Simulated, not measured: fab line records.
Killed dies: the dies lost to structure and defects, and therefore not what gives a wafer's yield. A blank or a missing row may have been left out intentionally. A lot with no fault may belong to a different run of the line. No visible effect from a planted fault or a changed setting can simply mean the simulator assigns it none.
Struck lot and sound lot, side by side ; flow ritCmos ; 17 steps out of a route of 202
Sound: wafers L839.3, L839.4, L839.6. Wafers L846.2, L846.4, L846.6 were the ones struck. At the end, the cause is stated.
For every step that has rows: the tool of each side, followed by ch and its chambers, followed by its first start. Under that, the readings that differ: sound wafers ; struck wafers ; difference of the means ; sigmas: that difference in standard deviations of wafers without a fault.
alike: words and numbers the same on both sides, and readings whose means are apart by under 2 such deviations; not compared: readings that were withheld, readings missing a value for some wafer, numbers with overlapping values and no deviation given by the record, and bounds like >300 which may hide the same value.
Wherever a step has rows on one side only, a row that says differs or no value, or a row with sigmas, the two part there. Numbers that have no deviation but don't overlap get no sigmas and don't part them. A reading that every wafer of one side lacks parts them only if that side has two wafers or more.

first, 1 step without rows for these wafers: RIT_PRETRO_DEVELOP_05 (develop time 68 s).
RIT_PRETRO_OVL_MEAS_06:
  struck on overlay-01, day 4 08:20; sound on overlay-02, day 2 21:36
  alike: PRETRO_OVL
then, 2 steps without rows for these wafers: RIT_PRETRO_HARDBAKE_07 (time 120 s); RIT_PRETRO_IMPLANT_08.
RIT_PRETRO_STRIP_09: strips in O2, time 180 s.
  sound on plasmaAsher-02 ch 0,1, day 2 22:05; struck on plasmaAsher-01 ch 0,1, day 4 08:46
  alike: drypumpMotorCurrentA, o2FlowSccm
  not compared: rfHoursCounterH
RIT_PRETRO_TW_MEAS_10:
  struck on filmMetro-02, day 4 08:57; sound on filmMetro-03, day 2 22:13
reading;sound;struck;difference;sigmas
PRETRO_TW;469 471 470;486 483 484;+14;+2
then, 5 steps without rows for these wafers: RIT_GATE_WET_ETCH_00 (etches SiO2 in BOE, target depth 56 nm, time 60 s); RIT_GATE_CLEAN_01 (cleans in SC1, time 600 s); RIT_GATE_CLEAN_02 (cleans in dHF, time 30 s); RIT_GATE_CLEAN_03 (cleans in SC2, time 600 s); RIT_GATE_CLEAN_04 (cleans in dHF, time 58.06 s).
RIT_FOX2_THK_MEAS_91:
  struck on filmMetro-04, day 4 09:28; sound on filmMetro-01, day 2 22:44
  alike: FIELD_OXIDE_LEFT_2_THK
RIT_GATE_OXIDATION_05: target thk 3 nm, ox time 270 s.
  sound on furnace-01 ch 0, day 2 23:44; struck on furnace-03 ch 0, day 4 09:31
reading;sound;struck;difference;sigmas
spikeTcCentreC (C);902.0 903.4 900.4;942.9 941.7 941.0;+39.9;+22
spikeTcLoadC (C);923.6 923.6 921.4;963.6 964.0 966.9;+42.0;+21
spikeTcSourceC (C);924.2 923.6 923.5;967.0 968.2 966.9;+43.6;+16
tubeCenterTempC (C);900.04 900.02 899.93;937.58 937.62 937.77;+37.66;+99 or more
tube_center_temp_C_max;902.3 902.0 902.2;940.7 939.8 940.4;+38.1;+99 or more
zonePowerLoadPct (%);26.0 26.1 26.2;29.4 29.3 29.1;+3.2;+3
model.SiO2_of_GATE_OXIDATION_05.thkNm (nm);2.919 2.891 2.965;4.673 4.7 4.687;+1.762;
then, 1 step without rows for these wafers: RIT_GATE_ANNEAL_06 (time 600 s).
RIT_GATE_THK_MEAS_07:
  struck on filmMetro-02, day 4 10:51; sound on filmMetro-02, day 3 01:05
reading;sound;struck;difference;sigmas
GATE_OXIDE_THK (nm);2.91 2.89 2.97;4.69 4.75 4.79;+1.82;+26
then, 1 step without rows for these wafers: RIT_GATE_CVD_08 (deposits poly-Si from SiH4, target thk 250 nm, time 2220 s).
RIT_M1_PROBE_99:
  struck on prober-02, day 5 11:01; sound on prober-02, day 4 00:18
reading;sound;struck;difference;sigmas
model.etest.pmos_0p3.rOnOhmUm;6211 6085 6215;9711 9858 9654;+3571;
model.etest.pmosTurned.rOnOhmUm;3521 3399 3455;4535 4642 4493;+1098;
model.etest.pmos_0p15.rOnOhmUm;2794 2667 2757;3702 3732 3680;+965;
model.etest.nmos_0p3.rOnOhmUm;2149 2107 2163;3193 3221 3195;+1063;
model.etest.nmos_0p15.rOnOhmUm;1127 1073 1115;1362 1379 1369;+265;
model.etest.nmos_0p15.driveUaUm;473.8 495.4 473.7;316.2 309 315.7;-167.3;
model.etest.nmos_0p3.driveUaUm;227.4 231.9 223.5;111 109 110.1;-118;
model.etest.nmosNarrow.driveUaUm;213 223.1 210.7;103 101.9 103.5;-113;
  alike: killed_at_M0_to_M3, killedAtContacts, killedAtFrontEnd, killedDies, killedOpen, killedShort

## WHERE THEY PART
Last at RIT_GATE_THK_MEAS_07 as far as this record goes, first at RIT_PRETRO_TW_MEAS_10. Later steps at which nothing parts them and some readings are alike: RIT_M1_PROBE_99.

WHY: what the simulator had put in
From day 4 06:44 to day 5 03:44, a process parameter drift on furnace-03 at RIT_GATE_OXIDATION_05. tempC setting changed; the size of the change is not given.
